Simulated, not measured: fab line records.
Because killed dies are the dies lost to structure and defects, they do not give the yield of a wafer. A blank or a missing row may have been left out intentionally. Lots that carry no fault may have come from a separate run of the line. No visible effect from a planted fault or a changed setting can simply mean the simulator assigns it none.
A single fault, viewed from 2 desks    flow rit_cmos    numbers are kept per desk, each desk with only its own; the story behind them comes last

## AT THE TOOL OWNER'S DESK: furnace-04
The tool's own readings at RIT_GATE_OXIDATION_05 (target thk 3 nm, ox time 270 s): means of the sampled wafers that have a number, for each lot that ran on this tool. If a lot's mean is further than 4 standard deviations from the usual mean, the lot is out of limits and carries the mark OUT (the distance appears in the brackets).
Columns: A = ox_temp_c_max at RIT_GATE_OXIDATION_05, usual 906.1; B = tube_center_temp_C_max at RIT_GATE_OXIDATION_05, usual 902.3
lot   first seen here  A      B
L741  day 2 16:44      904.8  902.3
L746  day 3 16:33      904.8  902.6
L750  day 4 11:45      904.2  902.0
L763  day 7 04:28      904.5  902.3
This desk's finding: nothing out of limits on any of the 4 lots.

## FROM THE METROLOGY DESK
Lot by lot, what the gauges showed, no matter which tool ran the lot: averages of those sampled wafers that carry a number. If a lot's mean is further than 4 standard deviations from the usual mean, the lot is out of limits and carries the mark OUT (the distance appears in the brackets).
Columns: A = GATE_OXIDE_THK at RIT_GATE_THK_MEAS_07, usual 3.04 nm
lot   first seen here  A
L741  day 2 21:13      2.99
L742  day 3 01:04      2.98
L746  day 3 17:52      3.98 (+13) OUT
L749  day 4 10:50      3.01
L750  day 4 13:33      4.13 (+16) OUT
L752  day 5 01:53      2.97
L753  day 5 03:45      2.98
L754  day 5 07:23      3.10
L755  day 5 15:04      3.10
L758  day 6 07:26      3.08
L760  day 6 18:14      2.95
L761  day 6 21:17      3.14
L762  day 7 00:54      3.09
L763  day 7 07:06      3.05
Per this desk, out of limits: L746, L750; the first was L746, day 3 17:52 (GATE_OXIDE_THK at RIT_GATE_THK_MEAS_07). L741, L742, L749, L752, L753, L754, L755, L758, L760, L761, L762, L763 stayed within limits.

## ALL TOGETHER
The metrology desk could have raised an alarm at day 3 17:52, on L746, L750.
Nothing out of limits was seen by the tool owner's desk.
On record at the tool owner's desk: L746, L750, within its limits.
Of the lots named, all ran RIT_GATE_OXIDATION_05 on furnace-04.

## WHAT THE SIMULATOR HAD INSERTED
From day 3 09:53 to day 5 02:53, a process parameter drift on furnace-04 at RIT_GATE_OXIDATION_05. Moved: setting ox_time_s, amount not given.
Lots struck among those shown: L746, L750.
Time in hours between the start of the fault and the first out-of-limits reading at each desk: metrology desk, 8.
